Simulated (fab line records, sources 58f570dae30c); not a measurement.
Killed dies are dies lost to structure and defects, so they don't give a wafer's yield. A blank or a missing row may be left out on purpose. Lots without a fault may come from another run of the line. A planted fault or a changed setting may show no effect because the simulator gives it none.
fab line records | flow berkeley_cmos170 | part 1 of 2: steps 1 to 41 of 44
record lots=6 wafers=18 last_day=11
route steps=331 shown V1@260 M2@271 V2@292 M3@331
lots that met no fault: from a run of the same line without faults
start_h: hours from the record's first day to the start of the lot's first wafer shown | wait_h: hours since the lot's step before | " the same as in the row above | L1.1+2: a row that stands for several wafers | - no value, or no start given | * or withheld: withheld | < > ~ a bound
route shown NAME@n: a module of which the file shows steps, and the number in the route of the first | usual: mean/standard deviation of fault-free wafers | same: alike in all rows | chamber/n: place in a boat | sites: the reading at each site | _std_site: their standard deviation | _edge_site: outer sites' mean less inner sites' | radius_mm: how far each site lies from the wafer's centre | mask NAME#n: copy n | behind: the tool/chamber that last shaped the wafer | hold: why the lot was held/for how many hours/how that ended | device: the transistor (n, p or np) that didn't switch | end of line: the same wafers' tests at the end of the route | a step without rows: its recipe alone | killed: dies lost to structure and defects at the first sort, not the wafer's yield | map: a wafer's dies, x killed, . not, _ none there
set.NAME: the setting as run; set.NAME@STEP: as run at that earlier step | model.NAME: the simulator's own value behind a step, which no gauge read
lots at some steps of the route; a table a step, a row a wafer
services: from which hour (start_h, from the record's first day; less than 0 if before it) a tool's chamber was out of use, for how many hours, and why
## steps
# step UCB170_V1_HMDS_06
# recipe prime_time_s=60 prime_temp_c=100
# step UCB170_V1_COAT_07
# recipe resist=KrF spin_rpm=1500 resist_thk_nm=900
# step UCB170_V1_SOFTBAKE_08
# recipe resist=KrF temp_c=130 time_s=60
# step UCB170_V1_EXPOSE_09
# recipe mask_id=VIA1 target_cd_nm=700 na=0.5 sigma_outer=0.6 source_shape=conventional dose_mj=37
# step UCB170_V1_PEB_10
# recipe peb_temp_c=130 peb_time_s=withheld resist=KrF
# step UCB170_V1_DEVELOP_11
# recipe developer=TMAH develop_time_s=45 resist=KrF dev_temp_c=21
# step UCB170_V1_CD_MEAS_12
# recipe target_cd_nm=700
# usual cd_nm=700.4/1.2
# columns lot.wafer tool chamber start_h wait_h cd_nm
L962.2 cd_sem-01 - 193.14 - 700.6
L962.3 " - " " 701.2
L962.6 " - " " 699.6
L970.2 cd_sem-01 - 238.65 - 701.2
L970.3 " - " " 701.0
L970.4 " - " " 700.0
L973.2 cd_sem-02 - 238.93 - 701.3
L973.4 " - " " 701.2
L973.5 " - " " 700.8
L972.1 cd_sem-01 - 239.18 - 698.7
L972.2 " - " " 699.8
L972.3 " - " " 698.3
L977.2 cd_sem-02 - 254.03 - 700.7
L977.4 " - " " 701.5
L977.5 " - " " 701.2
L978.1 cd_sem-01 - 254.13 - 703.0
L978.5 " - " " 702.6
L978.6 " - " " 701.6
# step UCB170_V1_OVL_MEAS_13
# usual V1_OVL=0/5.7
# columns lot.wafer tool chamber start_h wait_h V1_OVL[nm]
L962.2 overlay-02 - 193.24 0.1 -3
L962.3 " - " " -2
L962.6 " - " " -7
L970.2 overlay-01 - 238.76 0.1 -3
L970.3 " - " " 0
L970.4 " - " " 6
L973.2 overlay-02 - 239.03 0.1 2
L973.4 " - " " 11
L973.5 " - " " 2
L972.1 overlay-01 - 239.30 0.1 1
L972.2 " - " " -1
L972.3 " - " " -9
L977.2 overlay-01 - 254.13 0.1 -1
L977.4 " - " " -3
L977.5 " - " " 5
L978.1 overlay-02 - 254.25 0.1 -2
L978.5 " - " " 7
L978.6 " - " " -1
# step UCB170_V1_ETCH_14
# recipe chemistry=CHF3/CF4/Ar target=SiO2 stop_on=Al CHF3_flow_sccm=45 cf4_flow_sccm=15 Ar_flow_sccm=150 pressure_mtorr=200 rf_w=700 target_depth_a=12500 over_etch_frac=0.25 time_s=291
# usual drypump_motor_current_A=5.6/0.43 mfc_ar_sccm=150.0/0.46 oes_product_au=0.870/0.015 throttle_valve_pct=6.96/0.13
# columns lot.wafer tool chamber start_h wait_h drypump_motor_current_A mfc_ar_sccm oes_product_au rf_hours_counter_h throttle_valve_pct
L962.2 rie_diel-02 3 193.27 0.0 5.1 149.8 0.871 4 6.94
L962.3 " 1 " " 5.6 149.0 0.894 101 7.01
L962.6 " 3 " " 5.1 149.8 0.874 - 6.92
L970.2 rie_diel-01 1 238.79 0.0 5.6 150.4 0.865 39 6.79
L970.3 " 2 " " 6.2 149.6 0.867 4 7.02
L970.4 " 3 " " 4.8 149.5 0.854 43 6.77
L973.2 rie_diel-02 2 239.06 0.0 5.9 149.8 0.859 116 7.00
L973.4 " 1 " " 5.6 150.8 0.900 103 7.02
L973.5 " 3 " " 5.1 150.4 0.871 - 6.95
L972.1 rie_diel-01 2 239.34 0.0 6.2 149.4 0.862 4 7.01
L972.2 " 3 " " 4.8 150.2 0.863 43 6.76
L972.3 " 1 " " 5.6 150.3 0.859 39 6.79
L977.2 rie_diel-04 2 254.16 0.0 6.3 150.4 0.847 23 6.99
L977.4 " 0 " " 5.1 150.7 0.879 73 6.96
L977.5 " 2 " " 6.3 149.8 0.851 - 6.98
L978.1 rie_diel-02 1 254.29 0.0 5.6 150.1 0.911 104 7.02
L978.5 " 1 " " 5.7 150.2 0.899 - 7.02
L978.6 " 2 " " 5.9 150.6 0.856 - 7.00
# step UCB170_V1_STRIP_15
# recipe chemistry=O2 power_w=400 pressure_mtorr=3500 platen_temp_c=withheld o2_flow_sccm=400 overash_fraction=0.5
# usual drypump_motor_current_A=5.9/0.46 oes_product_au=0.721/0.0046 strip_time_to_endpoint_s=15.37/0.13
# columns lot.wafer tool chamber start_h wait_h drypump_motor_current_A oes_product_au rf_hours_counter_h strip_time_to_endpoint_s
L962.2 plasma_asher-02 1 193.45 0.1 5.9 0.719 48 15.58
L962.3 " 1 " " 6.0 0.719 - 15.56
L962.6 " 0 " " 5.1 0.723 - 15.71
L970.2 plasma_asher-02 0 238.97 0.1 5.1 0.716 54 15.44
L970.3 " 0 " " 5.1 0.716 - 15.34
L970.4 " 1 " " 6.0 0.719 - 15.36
L973.2 plasma_asher-03 0 239.24 0.1 6.3 0.727 13 15.42
L973.4 " 0 " " 6.3 0.723 - 15.41
L973.5 " 0 " " 6.3 0.731 - 15.49
L972.1 plasma_asher-02 1 239.52 0.1 6.0 0.721 54 15.30
L972.2 " 0 " " 5.1 0.726 54 15.28
L972.3 " 0 " " 5.1 0.726 - 15.42
L977.2 plasma_asher-02 0 254.34 0.1 5.1 0.723 56 15.49
L977.4 " 1 " " 5.9 0.728 - 15.38
L977.5 " 1 " " 5.9 0.721 - 15.53
L978.1 plasma_asher-04 0 254.47 0.1 6.4 0.723 54 15.26
L978.5 " 1 " " 6.1 0.717 - 15.25
L978.6 " 0 " " 6.4 0.720 - 15.41
# step UCB170_V1_CD_MEAS_90
# recipe target_cd_nm=700
# usual cd_nm=700.6/1.5
# columns lot.wafer tool chamber start_h wait_h cd_nm
L962.2 cd_sem-01 - 193.57 0.1 701.0
L962.3 " - " " 701.5
L962.6 " - " " 699.9
L970.2 cd_sem-02 - 239.09 0.1 702.0
L970.3 " - " " 700.5
L970.4 " - " " 700.0
L973.2 cd_sem-02 - 239.36 0.1 700.3
L973.4 " - " " 702.5
L973.5 " - " " 700.8
L972.1 cd_sem-01 - 239.62 0.1 697.4
L972.2 " - " " 698.4
L972.3 " - " " 698.6
L977.2 cd_sem-02 - 254.46 0.1 701.2
L977.4 " - " " 701.3
L977.5 " - " " 701.1
L978.1 cd_sem-02 - 254.57 0.1 703.9
L978.5 " - " " 704.4
L978.6 " - " " 700.6
# step UCB170_M2_PRE_CLEAN_00
# recipe gas=Ar preclean_etch_time_s=60
# step UCB170_M2_SPUTTER_01
# recipe material=Al target_thk_nm=900 time_s=120 power_w=6000 chamber_pressure_pa=0.5
# usual cathode_dc_power_W=6000.1/1.1 throttle_valve_pct=30.1/0.72
# columns lot.wafer tool chamber start_h wait_h cathode_dc_power_W throttle_valve_pct model.Al_of_M2_SPUTTER_01.thk_nm
L962.2 pvd_sputter-01 - 193.74 0.0 6000.1 28.5 892.6
L962.3 " - " " 5999.9 29.3 917
L962.6 " - " " 6000.0 30.1 904.4
L970.2 pvd_sputter-04 - 239.25 0.0 6000.9 29.3 886
L970.3 " - " " 5998.8 30.7 878.3
L970.4 " - " " 5997.6 31.8 874.1
L973.2 pvd_sputter-02 - 239.53 0.0 6000.2 29.4 899.5
L973.4 " - " " 5998.9 30.2 897.6
L973.5 " - " " 5998.8 30.5 907.4
L972.1 pvd_sputter-01 - 239.80 0.0 5843.7 28.7 861.4
L972.2 " - " " 5842.2 30.3 886.9
L972.3 " - " " 5841.2 29.2 883.4
L977.2 pvd_sputter-01 - 254.63 0.0 5842.3 30.5 870.8
L977.4 " - " " 5844.8 29.5 891.7
L977.5 " - " " 5842.9 30.1 872.5
L978.1 pvd_sputter-02 - 254.75 0.0 5999.5 30.7 914.5
L978.5 " - " " 6000.7 30.4 903.3
L978.6 " - " " 6000.1 29.2 918.2
# step UCB170_M2_RS_MEAS_02
# recipe thk_meas_gauge=four-point-probe reads=Al_of_M2_SPUTTER_01
# usual M2_AL_RS=0.0323/0.00043
# columns lot.wafer tool chamber start_h wait_h M2_AL_RS[ohm/sq]
L962.2 film_metro-01 - 193.84 0.1 0.0324
L962.3 " - " " 0.0315
L962.6 " - " " 0.0320
L970.2 film_metro-04 - 239.36 0.1 0.0326
L970.3 " - " " 0.0329
L970.4 " - " " 0.0331
L973.2 film_metro-01 - 239.63 0.1 0.0322
L973.4 " - " " 0.0323
L973.5 " - " " 0.0318
L972.1 film_metro-02 - 239.89 0.0 0.0335
L972.2 " - " " 0.0326
L972.3 " - " " 0.0327
L977.2 film_metro-01 - 254.73 0.1 0.0332
L977.4 " - " " 0.0324
L977.5 " - " " 0.0331
L978.1 film_metro-02 - 254.84 0.0 0.0316
L978.5 " - " " 0.0320
L978.6 " - " " 0.0315
# step UCB170_M2_THK_MEAS_03
# recipe thk_meas_gauge=xrf reads=Al_of_M2_SPUTTER_01
# usual M2_AL_THK=879/13
# columns lot.wafer tool chamber start_h wait_h M2_AL_THK[nm]
L962.2 film_metro-01 - 193.95 0.1 867
L962.3 " - " " 893
L962.6 " - " " 882
L970.2 film_metro-04 - 239.47 0.1 868
L970.3 " - " " 859
L970.4 " - " " 853
L973.2 film_metro-01 - 239.74 0.1 877
L973.4 " - " " 875
L973.5 " - " " 884
L972.1 film_metro-02 - 240.01 0.1 846
L972.2 " - " " 869
L972.3 " - " " 866
L977.2 film_metro-01 - 254.84 0.1 854
L977.4 " - " " 879
L977.5 " - " " 860
L978.1 film_metro-02 - 254.96 0.1 898
L978.5 " - " " 880
L978.6 " - " " 900
# step UCB170_M2_HMDS_04
# recipe prime_time_s=60 prime_temp_c=100
# step UCB170_M2_COAT_05
# recipe resist=KrF spin_rpm=1500 resist_thk_nm=900
# step UCB170_M2_SOFTBAKE_06
# recipe resist=KrF temp_c=130 time_s=60
# step UCB170_M2_STRIP_07
# recipe chemistry=O2 power_w=400 pressure_mtorr=3500 platen_temp_c=withheld o2_flow_sccm=400 overash_fraction=0.5
# step UCB170_M2_STRIP_08
# recipe chemistry=DMSO temp_c=80 time_s=600 material=KrF
# step UCB170_M2_COAT_09
# recipe resist=BARC temp_c=withheld time_s=withheld spin_rpm=3000 resist_thk_nm=withheld
# step UCB170_M2_COAT_10
# recipe resist=KrF spin_rpm=1500 resist_thk_nm=900
# step UCB170_M2_SOFTBAKE_11
# recipe resist=KrF temp_c=130 time_s=60
# step UCB170_M2_EXPOSE_12
# recipe mask_id=METAL2 target_cd_nm=700 na=0.5 sigma_outer=0.6 source_shape=conventional dose_mj=26
# step UCB170_M2_PEB_13
# recipe peb_temp_c=130 peb_time_s=withheld resist=KrF
# step UCB170_M2_DEVELOP_14
# recipe developer=TMAH develop_time_s=45 resist=KrF dev_temp_c=21
# step UCB170_M2_CD_MEAS_15
# recipe target_cd_nm=700
# usual cd_nm=700.2/1.4
# columns lot.wafer tool chamber start_h wait_h cd_nm
L962.2 cd_sem-02 - 196.68 - 700.5
L962.3 " - " " 701.1
L962.6 " - " " 700.0
L970.2 cd_sem-02 - 242.38 - 697.7
L970.3 " - " " 697.9
L970.4 " - " " 696.7
L973.2 cd_sem-01 - 242.71 - 700.6
L973.4 " - " " 699.8
L973.5 " - " " 701.2
L972.1 cd_sem-02 - 243.08 - 700.2
L972.2 " - " " 699.4
L972.3 " - " " 698.9
L977.2 cd_sem-01 - 259.60 - 700.0
L977.4 " - " " 699.7
L977.5 " - " " 699.6
L978.1 cd_sem-02 - 259.68 - 699.4
L978.5 " - " " 698.7
L978.6 " - " " 698.5
# step UCB170_M2_OVL_MEAS_16
# usual M2_OVL=-2/6.7
# columns lot.wafer tool chamber start_h wait_h M2_OVL[nm]
L962.2 overlay-02 - 196.79 0.1 -1
L962.3 " - " " -6
L962.6 " - " " 3
L970.2 overlay-01 - 242.48 0.1 -2
L970.3 " - " " 0
L970.4 " - " " 4
L973.2 overlay-02 - 242.82 0.1 0
L973.4 " - " " -5
L973.5 " - " " -4
L972.1 overlay-02 - 243.20 0.1 -5
L972.2 " - " " -7
L972.3 " - " " -6
L977.2 overlay-02 - 259.70 0.1 3
L977.4 " - " " -1
L977.5 " - " " -5
L978.1 overlay-01 - 259.80 0.1 1
L978.5 " - " " -7
L978.6 " - " " -3
# step UCB170_M2_ETCH_17
# recipe chemistry=N2/H2 target_depth_a=withheld overetch_a=withheld target=BARC time_s=withheld source_w=500 bias_w=100 pressure_mtorr=30 n2_flow_sccm=100 h2_flow_sccm=200
# usual drypump_motor_current_A=5.4/0.46 oes_product_au=0.990/0.023 throttle_valve_pct=13.31/0.23
# columns lot.wafer tool chamber start_h wait_h drypump_motor_current_A oes_product_au throttle_valve_pct
L962.2 rie_diel-01 3 196.82 0.0 4.8 0.968 13.04
L962.3 " 1 " " 5.6 1.001 13.25
L962.6 " 2 " " 6.2 0.961 13.51
L970.2 rie_diel-02 2 242.51 0.0 5.8 0.975 13.22
L970.3 " 3 " " 5.1 0.972 13.18
L970.4 " 0 " " 5.8 1.000 12.92
L973.2 rie_diel-03 1 242.85 0.0 4.7 1.050 13.32
L973.4 " 3 " " 4.9 0.962 13.36
L973.5 " 2 " " 4.8 0.969 13.12
L972.1 rie_diel-01 3 243.24 0.0 4.8 0.970 13.04
L972.2 " 1 " " 5.6 1.012 13.25
L972.3 " 0 " " 5.4 1.011 13.80
L977.2 rie_diel-02 1 259.73 0.0 5.6 0.996 13.36
L977.4 " 1 " " 5.6 1.005 13.35
L977.5 " 1 " " 5.6 0.998 13.37
L978.1 rie_diel-01 1 259.83 0.0 5.6 1.017 13.25
L978.5 " 1 " " 5.6 1.018 13.26
L978.6 " 2 " " 6.2 0.986 13.52
# step UCB170_M2_METAL_ETCH_18
# recipe chemistry=Cl2/BCl3 target=Al stop_on=SiO2 pressure_mtorr=12 target_depth_a=11700 over_etch_frac=0.3 time_s=195 icp_w=600 bias_w=120 Cl2_flow_sccm=90 bcl3_flow_sccm=45
# usual bcl3_flow_sccm=44.98/0.13 drypump_motor_current_A=5.6/0.49 oes_product_au=0.861/0.012 throttle_valve_pct=24.37/0.19
# columns lot.wafer tool chamber start_h wait_h bcl3_flow_sccm drypump_motor_current_A oes_product_au rf_hours_counter_h throttle_valve_pct model.M2.feature_depth_nm model.etch.depth_nm
L962.2 rie_metal-02 1 196.86 - 44.92 5.5 0.873 4 24.45 951.3 892.6
L962.3 " 0 " " 45.09 6.0 0.882 - 24.18 971 917
L962.6 " 1 " " 45.01 5.6 0.879 - 24.46 963 904.4
L970.2 rie_metal-04 1 242.55 - 44.98 6.4 0.850 2 24.31 942.5 886
L970.3 " 1 " " 45.01 6.4 0.851 - 24.31 934 878.3
L970.4 " 0 " " 45.04 5.2 0.846 - 24.25 930.6 874.1
L973.2 rie_metal-02 1 242.89 - 44.94 5.5 0.874 5 24.46 957.5 899.5
L973.4 " 0 " " 44.85 6.0 0.879 - 24.19 951.1 897.6
L973.5 " 1 " " 45.21 5.5 0.871 - 24.44 965.4 907.4
L972.1 rie_metal-01 0 243.28 - 45.22 4.9 0.830 10 24.28 917 861.4
L972.2 " 1 " " 44.93 5.7 0.841 9 24.74 942.2 886.9
L972.3 " 0 " " 45.07 4.9 0.844 - 24.26 939.1 883.4
L977.2 rie_metal-01 0 259.80 - 44.95 4.9 0.835 10 24.26 926.4 870.8
L977.4 " 0 " " 44.92 4.8 0.848 - 24.26 947 891.7
L977.5 " 0 " " 44.71 4.9 0.842 - 24.28 928.3 872.5
L978.1 rie_metal-04 1 259.87 - 44.99 6.4 0.872 3 24.30 970.6 914.5
L978.5 " 0 " " 45.06 5.2 0.866 - 24.24 960.3 903.3
L978.6 " 1 " " 44.92 6.4 0.856 - 24.30 975.4 918.2
# step UCB170_M2_STRIP_19
# recipe chemistry=O2 power_w=400 pressure_mtorr=3500 platen_temp_c=withheld o2_flow_sccm=400 overash_fraction=0.5
# step UCB170_M2_CD_MEAS_90
# recipe target_cd_nm=700
# usual cd_nm=701/4.8
# columns lot.wafer tool chamber start_h wait_h cd_nm
L962.2 cd_sem-02 - 197.17 0.1 703
L962.3 " - " " 707
L962.6 " - " " 702
L970.2 cd_sem-02 - 242.86 0.1 701
L970.3 " - " " 701
L970.4 " - " " 698
L973.2 cd_sem-01 - 243.20 0.1 703
L973.4 " - " " 706
L973.5 " - " " 706
L972.1 cd_sem-02 - 243.63 0.1 703
L972.2 " - " " 698
L972.3 " - " " 703
L977.2 cd_sem-02 - 260.17 0.1 704
L977.4 " - " " 702
L977.5 " - " " 700
L978.1 cd_sem-01 - 260.19 0.1 698
L978.5 " - " " 696
L978.6 " - " " 701
# step UCB170_V2_CVD_00
# recipe material=SiO2 target_thk_nm=2000 temp_c=390 precursor=TEOS/O2 time_s=250 rf_w=550 pressure_mtorr=9000
# usual heater_power_w=238/47
# columns lot.wafer tool chamber start_h wait_h heater_power_w
L962.2 pecvd-03 2 197.27 0.1 280
L962.3 " 1 " " 206
L962.6 " 0 " " 221
L970.2 pecvd-01 2 242.96 0.1 223
L970.3 " 1 " " 245
L970.4 " 0 " " 211
L973.2 pecvd-04 2 243.30 0.1 270
L973.4 " 2 " " 189
L973.5 " 1 " " 227
L972.1 pecvd-03 1 243.75 0.1 279
L972.2 " 2 " " 295
L972.3 " 0 " " 280
L977.2 pecvd-03 1 260.27 0.1 255
L977.4 " 2 " " 319
L977.5 " 0 " " 302
L978.1 pecvd-04 1 260.31 0.1 266
L978.5 " 0 " " 259
L978.6 " 2 " " 268
# step UCB170_V2_THK_MEAS_01
# recipe reads=SiO2_of_V2_CVD_00
# usual V2_TEOS_THK=2015/28
# columns lot.wafer tool chamber start_h wait_h V2_TEOS_THK[nm]
L962.2 film_metro-01 - 197.49 0.1 1985
L962.3 " - " " 2022
L962.6 " - " " 1994
L970.2 film_metro-03 - 243.13 0.1 2011
L970.3 " - " " 1979
L970.4 " - " " 2021
L973.2 film_metro-04 - 243.46 0.1 2033
L973.4 " - " " 2054
L973.5 " - " " 2099
L972.1 film_metro-04 - 243.90 0.1 1987
L972.2 " - " " 1962
L972.3 " - " " 1950
L977.2 film_metro-03 - 260.49 0.1 1983
L977.4 " - " " 2003
L977.5 " - " " 1987
L978.1 film_metro-03 - 260.54 0.2 2034
L978.5 " - " " 2059
L978.6 " - " " 2037
# step UCB170_V2_CMP_02
# recipe material=SiO2 down_force_psi=6 platen_rpm=60 pad_velocity_m_s=0.75398
# usual motor_current_A=15.5/2.2
# columns lot.wafer tool chamber start_h wait_h motor_current_A
L962.2 cmp-01 1 197.59 0.1 15.8
L962.3 " 2 " " 14.2
L962.6 " 0 " " 12.0
L970.2 cmp-01 0 243.18 0.0 12.4
L970.4 " 1 " " 16.1
L970.3 " 2 " " 14.0
L973.4 cmp-01 0 243.51 0.0 12.0
L973.2 " 2 " " 14.4
L973.5 " 1 " " 16.5
L972.1 cmp-01 2 243.96 0.1 13.9
L972.3 " 3 " " 17.6
L972.2 " 1 " " 15.8
L977.2 cmp-02 0 260.54 0.0 13.3
L977.4 " 1 " " 14.8
L977.5 " 1 " " 14.6
L978.1 cmp-01 1 260.65 0.1 16.9
L978.5 " 0 " " 12.3
L978.6 " 1 " " 17.1
# step UCB170_V2_BOW_MEAS_03
# recipe mode=bow
# usual V2_BOW=37/7.4
# columns lot.wafer tool chamber start_h wait_h V2_BOW[um]
L962.2 film_metro-01 - 197.86 0.2 30
L962.3 " - " " 23
L962.6 " - " " 21
L970.2 film_metro-01 - 243.50 0.3 44
L970.3 " - " " 30
L970.4 " - " " 38
L973.2 film_metro-03 - 243.83 0.2 47
L973.4 " - " " 21
L973.5 " - " " 30
L972.1 film_metro-01 - 244.26 0.2 39
L972.2 " - " " 33
L972.3 " - " " 34
L977.2 film_metro-01 - 260.86 0.3 30
L977.4 " - " " 31
L977.5 " - " " 49
L978.1 film_metro-03 - 260.90 0.2 36
L978.5 " - " " 34
L978.6 " - " " 20
# step UCB170_V2_THK_MEAS_04
# recipe reads=SiO2_of_V2_CVD_00
# usual V2_POLISHED_THK=1000.3/1.4
# columns lot.wafer tool chamber start_h wait_h V2_POLISHED_THK[nm]
L962.2 film_metro-01 - 197.97 0.1 998.6
L962.3 " - " " 1001.3
L962.6 " - " " 998.5
L970.2 film_metro-01 - 243.61 0.1 1000.2
L970.3 " - " " 1001.0
L970.4 " - " " 999.0
L973.2 film_metro-03 - 243.94 0.1 1001.7
L973.4 " - " " 1000.3
L973.5 " - " " 999.7
L972.1 film_metro-01 - 244.38 0.1 1001.3
L972.2 " - " " 999.7
L972.3 " - " " 1001.4
L977.2 film_metro-01 - 260.97 0.1 999.5
L977.4 " - " " 999.5
L977.5 " - " " 999.0
L978.1 film_metro-03 - 261.02 0.1 1000.7
L978.5 " - " " 1000.0
L978.6 " - " " 1000.0
# step UCB170_V2_CLEAN_05
# recipe chemistry=DIW
# step UCB170_V2_HMDS_06
# recipe prime_time_s=60 prime_temp_c=100
# step UCB170_V2_COAT_07
# recipe resist=KrF spin_rpm=1500 resist_thk_nm=900
# step UCB170_V2_SOFTBAKE_08
# recipe resist=KrF temp_c=130 time_s=60
## key
first_sign step=UCB170_M2_SPUTTER_01 reading=cathode_dc_power_W direction=down sigmas=99+ usual=6000.1 struck=5842.9
effect step=UCB170_M2_RS_MEAS_02 reading=M2_AL_RS direction=up sigmas=1.5 usual=0.0323 struck=0.0329 wafers_moved=3
model_effect step=UCB170_M2_SPUTTER_01 value=Al_of_M2_SPUTTER_01.thk_nm without=901.3 struck=877.8
model_effect step=UCB170_M2_METAL_ETCH_18 value=M2.feature_depth_nm without=956.8 struck=933.3
model_effect step=UCB170_V2_ETCH_14 value=Al_of_M2_SPUTTER_01.thk_nm without=901.7 struck=878.2
met_at UCB170_M2_SPUTTER_01
struck_wafers L972.1,L972.2,L972.3,L977.2,L977.4,L977.5
onset_between 193.74 239.80
fault kind=process_parameter_drift tool=pvd_sputter-01 chamber=- onset_h=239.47 steps=UCB170_M2_SPUTTER_01 channel=power_w offset=-156.69 shape=step end_h=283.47 acts_in=these_recipes_only stated=6000
